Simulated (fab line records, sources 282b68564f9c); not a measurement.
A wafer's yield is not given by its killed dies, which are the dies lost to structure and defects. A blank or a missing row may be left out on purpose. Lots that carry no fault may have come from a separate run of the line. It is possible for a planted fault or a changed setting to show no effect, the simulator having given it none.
A lot that was struck, set against a sound lot :: flow rit cmos :: 16 out of 202 route steps
Sound: wafers L917.1, L917.5, L917.6. Wafers L926.3, L926.4, L926.6 were the ones struck. At the end, the cause is stated.
For every step that has rows: the tool of each side, followed by ch and its chambers, followed by its first start. Under that, the readings that differ: sound wafers :: struck wafers :: difference of the means :: sigmas: that difference in standard deviations of wafers without a fault.
alike: words and numbers the same on both sides, and readings whose means are apart by under 2 such deviations; not compared: readings that were withheld, readings missing a value for some wafer, numbers with overlapping values and no deviation given by the record, and bounds like >300 which may hide the same value.
The two part at a step that has a row with sigmas, a row that says differs or no value, or rows on one side only. Numbers that don't overlap but have no deviation are shown without sigmas and don't part them. Lack of a reading on every wafer of one side parts them only where that side has two or more wafers.

RIT_ACTIVE_BOW_MEAS_00:
  sound on film metro-01 at day 1 20:00; struck on film metro-04 at day 3 17:02
  alike: INCOMING_BOW
then, 1 step without rows for these wafers: RIT_ACTIVE_OXIDATION_01 (target thk 46.8 nm, ox time 3360 s).
RIT_ACTIVE_THK_MEAS_02:
  sound on film metro-01 at day 1 22:03; struck on film metro-01 at day 3 19:04
  alike: ACTIVE_OXIDE_THK
then, 1 step without rows for these wafers: RIT_ACTIVE_CVD_03 (deposits Si3N4 from SiH2Cl2/NH3, target thk 150 nm, time 1500 s).
RIT_ACTIVE_THK_MEAS_04:
  sound on film metro-01 at day 1 23:32; struck on film metro-01 at day 3 20:33
  alike: ACTIVE_NITRIDE_THK
then, 3 steps without rows for these wafers: RIT_ACTIVE_HMDS_05 (prime time 60 s); RIT_ACTIVE_COAT_06 (resist thk 1007 nm); RIT_ACTIVE_SOFTBAKE_07 (time 60 s).
RIT_ACTIVE_EXPOSE_08: exposes mask M1, target cd 1400 nm.
  sound on iline stepper-02 ch 0, day 2 00:10; struck on iline stepper-01 ch 0, day 3 21:12
reading: mask
sound: M1#0 M1#0 M1#0
struck: M1_R1#0 M1_R1#0 M1_R1#0
difference: differs
sigmas: 
then, 2 steps without rows for these wafers: RIT_ACTIVE_PEB_09; RIT_ACTIVE_DEVELOP_10 (develop time 50 s).
RIT_ACTIVE_CD_MEAS_11: the cd target is 1400 nm.
  sound on cd sem-01 at day 2 00:34; struck on cd sem-01 at day 3 21:36
reading: cd nm (nm)
sound: 1400.5 1401.7 1399.7
struck: 1553.2 1551.2 1553.8
difference: +152.1
sigmas: +63
then, 1 step without rows for these wafers: RIT_ACTIVE_HARDBAKE_12 (time 60 s).
RIT_ACTIVE_ETCH_13: etches Si3N4 in SF6, stops on SiO2, time 210 s, target depth 210 nm.
  sound on rie diel-02 ch 0,1,2, day 2 00:50; struck on rie diel-02 ch 1,2,3, day 3 21:50
reading: model.ACTIVE.cd nm (nm)
sound: 1401 1402 1399
struck: 1553 1551 1554
difference: +152
sigmas: 
  alike: drypump motor current A, oes product au, throttle valve pct
  not compared: rf hours counter h
RIT_ACTIVE_STRIP_14: strips in O2, time 180 s.
  sound on plasma asher-01 ch 0,1, day 2 00:58; struck on plasma asher-04 ch 0,1, day 3 22:02
  alike: drypump motor current A
  not compared: rf hours counter h
-- the record jumps here: 2 days lie between the struck wafers' starts before and after (it left off in module ACTIVE and takes up again in module M1, whose first step shown is number 202 of the route) --
RIT_M1_PROBE_99:
  sound on prober-01 at day 3 20:35; struck on prober-01 at day 5 22:42
reading: killed at front end
sound: 6 3 6
struck: 18 15 14
difference: +11
sigmas: +3

reading: killed dies
sound: 6 3 6
struck: 18 15 14
difference: +11
sigmas: +3

reading: killed on rim
sound: 2 0 2
struck: 7 5 7
difference: +5
sigmas: +4

reading: model.etest.pplus sal.width nm (nm)
sound: 3451 3440 3463
struck: 3578 3560 3569
difference: +118
sigmas: 

reading: model.etest.nplus sal.width nm (nm)
sound: 3433 3457 3440
struck: 3566 3565 3558
difference: +120
sigmas: 

reading: model.etest.pldd.width nm (nm)
sound: 3140 3152 3134
struck: 3279 3270 3265
difference: +129
sigmas: 

reading: model.etest.nldd.width nm (nm)
sound: 3159 3156 3159
struck: 3253 3246 3274
difference: +100
sigmas: 

reading: model.etest.nmos narrow.drive ua um
sound: 211.8 206.6 211.4
struck: 239.8 237.7 242.7
difference: +30.1
sigmas: 

reading: model.etest.pmos narrow.drive ua um
sound: 94.56 90.64 95.76
struck: 111.4 109.3 112.1
difference: +17.3
sigmas: 

reading: model.etest.field p metal.vt v (V)
sound: -28.39 -28.64 -28.68
struck: -30.39 -31.15 -30.77
difference: -2.20
sigmas: 

reading: model.etest.field p.vt v (V)
sound: -12.56 -12.55 -12.5
struck: -13.59 -13.6 -13.7
difference: -1.09
sigmas: 
  alike: killed_at_M0_to_M3, killed open, killed short

## WHERE THEY PART
At RIT_ACTIVE_EXPOSE_08 first; at RIT_M1_PROBE_99 last (within this record only).

WHY: what had been put in by the simulator
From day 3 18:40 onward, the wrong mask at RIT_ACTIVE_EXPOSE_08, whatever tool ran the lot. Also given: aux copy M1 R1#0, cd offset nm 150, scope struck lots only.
